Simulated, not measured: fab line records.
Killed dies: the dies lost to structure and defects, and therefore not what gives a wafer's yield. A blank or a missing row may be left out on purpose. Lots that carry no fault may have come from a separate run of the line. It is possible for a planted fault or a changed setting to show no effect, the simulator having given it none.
Which tool is to blame? :: flow berkeley cmos170 :: 7 lots (21 wafers sampled), 1 step of a 331-step route

== WHAT THE GAUGES SHOWED, per wafer ==
UCB170_START_THK_MEAS_03.
lot: L546
measured: day 1 19:45
on: film metro-01
START_OXIDE_THK (nm): 20.6 20.2 20.7

lot: L550
measured: day 2 17:16
on: film metro-01
START_OXIDE_THK (nm): 19.3 19.6 19.7

lot: L556
measured: day 3 21:10
on: film metro-04
START_OXIDE_THK (nm): 20.0 20.1 19.9

lot: L560
measured: day 4 17:23
on: film metro-03
START_OXIDE_THK (nm): 20.3 20.4 20.3

lot: L562
measured: day 5 03:23
on: film metro-01
START_OXIDE_THK (nm): 20.2 20.2 20.2

lot: L565
measured: day 5 18:16
on: film metro-04
START_OXIDE_THK (nm): 20.2 20.1 20.5

lot: L568
measured: day 6 10:35
on: film metro-01
START_OXIDE_THK (nm): 20.7 20.8 20.7

== WHICH TOOL RAN EACH LOT (tool, then ch and the chambers of the sampled wafers, then the start) ==
Record: no process step prior to these readings.

== THE ANSWER, worked out from the rows above alone ==
Rule: the usual values come from the lots themselves. The widest of any qualifying gaps counts: lots, ordered by their means at a reading, are off when they make up no more than a third of the lots, leave a main group of 4 or more, and stand apart from it by 3 or more times the standard deviation of that group's means. A main group is skipped when, at the precision printed for the reading in the tables above, its means are all equal. Also off: a lot with no number at a reading for which 4 or more lots have one. The other lots that the step has rows for count as sound.
No lot is off at any reading shown: from this, nothing can be told.

== WHAT HAD BEEN PUT IN BY THE SIMULATOR ==
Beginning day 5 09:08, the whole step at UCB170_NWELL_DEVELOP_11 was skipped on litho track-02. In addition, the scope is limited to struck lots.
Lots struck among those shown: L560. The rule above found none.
